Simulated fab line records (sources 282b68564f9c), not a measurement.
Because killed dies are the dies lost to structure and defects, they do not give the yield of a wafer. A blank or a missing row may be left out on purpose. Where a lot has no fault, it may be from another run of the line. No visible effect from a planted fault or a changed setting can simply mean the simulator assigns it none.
Tool commonality check + flow rit_cmos + Sample size 14 lots and 42 wafers

== THE REASON FOR OPENING IT ==
At RIT_ACTIVE_THK_MEAS_02 the reading ACTIVE_OXIDE_THK is flagged on 2 of 14 lots. Fault-free wafers read 46.6 nm, with a standard deviation of 0.81.
Rule: a lot is flagged when every wafer of it that has a number lies more than 4 standard deviations from that mean, or none has a number. As for the other lots, they are considered sound.

| lot  | measured    | on            | ACTIVE_OXIDE_THK (nm), wafer by wafer | flag    |
|------|-------------|---------------|---------------------------------------|---------|
| L217 | day 1 12:23 | film_metro-04 | 46.6 46.0 46.1                        |         |
| L218 | day 1 17:04 | film_metro-03 | 47.4 47.3 46.7                        |         |
| L220 | day 2 03:03 | film_metro-03 | 47.5 47.0 46.2                        |         |
| L221 | day 2 08:44 | film_metro-03 | 46.4 46.6 46.1                        |         |
| L222 | day 2 13:55 | film_metro-04 | 47.7 47.7 47.1                        |         |
| L223 | day 2 18:03 | film_metro-04 | 47.0 47.5 47.7                        |         |
| L225 | day 3 04:04 | film_metro-02 | 45.4 46.2 46.2                        |         |
| L226 | day 3 09:25 | film_metro-03 | 46.5 47.1 46.6                        |         |
| L227 | day 3 15:28 | film_metro-04 | 46.9 46.9 46.6                        |         |
| L228 | day 3 19:03 | film_metro-02 | 45.1 45.4 45.5                        |         |
| L229 | day 4 01:08 | film_metro-04 | 45.7 45.3 46.3                        |         |
| L237 | day 5 16:13 | film_metro-03 | 29.6 29.1 29.5                        | FLAGGED |
| L238 | day 5 21:15 | film_metro-02 | 28.7 28.5 28.8                        | FLAGGED |
| L239 | day 6 02:04 | film_metro-03 | 47.7 47.8 47.6                        |         |
Average over the flagged lots: 29.0 nm; offset from the usual -17.6 nm, equal to -22 standard deviations.

== WHICH TOOL RAN EACH LOT ==
The record holds 1 process step before the reading, out of a route of 202 steps. Every cell lists first the tool, next ch and the chambers used by the sampled wafers, and last the start.
| lot  | flag    | RIT_ACTIVE_OXIDATION_01      |
|------|---------|------------------------------|
| L217 |         | furnace-02 ch 0, day 1 10:27 |
| L218 |         | furnace-01 ch 0, day 1 15:07 |
| L220 |         | furnace-04 ch 0, day 2 01:07 |
| L221 |         | furnace-04 ch 0, day 2 06:48 |
| L222 |         | furnace-01 ch 0, day 2 11:59 |
| L223 |         | furnace-04 ch 0, day 2 16:07 |
| L225 |         | furnace-04 ch 0, day 3 02:07 |
| L226 |         | furnace-01 ch 0, day 3 07:28 |
| L227 |         | furnace-01 ch 0, day 3 13:31 |
| L228 |         | furnace-02 ch 0, day 3 17:07 |
| L229 |         | furnace-02 ch 0, day 3 23:12 |
| L237 | FLAGGED | furnace-04 ch 0, day 5 14:15 |
| L238 | FLAGGED | furnace-04 ch 0, day 5 19:18 |
| L239 |         | furnace-01 ch 0, day 6 00:07 |
What these steps do:
- RIT_ACTIVE_OXIDATION_01: target thk 46.8 nm, ox time 3360 s.
- RIT_ACTIVE_THK_MEAS_02

== FLAGGED AGAINST TOTAL, ONE TOOL AT A TIME (gauges that did the reading follow at the end) ==
| step                    | tool          | lots run | flagged | share of the flagged lots | sound lots run after its first flagged lot |
|-------------------------|---------------|----------|---------|---------------------------|--------------------------------------------|
| RIT_ACTIVE_OXIDATION_01 | furnace-01    | 5        | 0       | none                      | -                                          |
| RIT_ACTIVE_OXIDATION_01 | furnace-02    | 3        | 0       | none                      | -                                          |
| RIT_ACTIVE_OXIDATION_01 | furnace-04    | 6        | 2       | all                       | 0                                          |
| RIT_ACTIVE_THK_MEAS_02  | film_metro-02 | 3        | 1       | some                      | 0                                          |
| RIT_ACTIVE_THK_MEAS_02  | film_metro-03 | 6        | 1       | some                      | 1 (L239)                                   |
| RIT_ACTIVE_THK_MEAS_02  | film_metro-04 | 5        | 0       | none                      | -                                          |

== WHAT THE TABLE ALLOWS ==
All flagged lots share 1 row of the table, namely furnace-04 at RIT_ACTIVE_OXIDATION_01.
- furnace-04 at RIT_ACTIVE_OXIDATION_01: 2 of its 6 lots flagged. A fault beginning between L225 (day 3 02:07), its last sound lot, and L237 (day 5 14:15), its first flagged one, fits the data.
Just one tool remains: furnace-04 at RIT_ACTIVE_OXIDATION_01.

== WHAT HAD BEEN PUT IN BY THE SIMULATOR ==
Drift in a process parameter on furnace-04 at RIT_ACTIVE_OXIDATION_01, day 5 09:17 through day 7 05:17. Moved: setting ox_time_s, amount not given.
Shown lots that were struck: L237, L238. The rule given above showed the same thing.
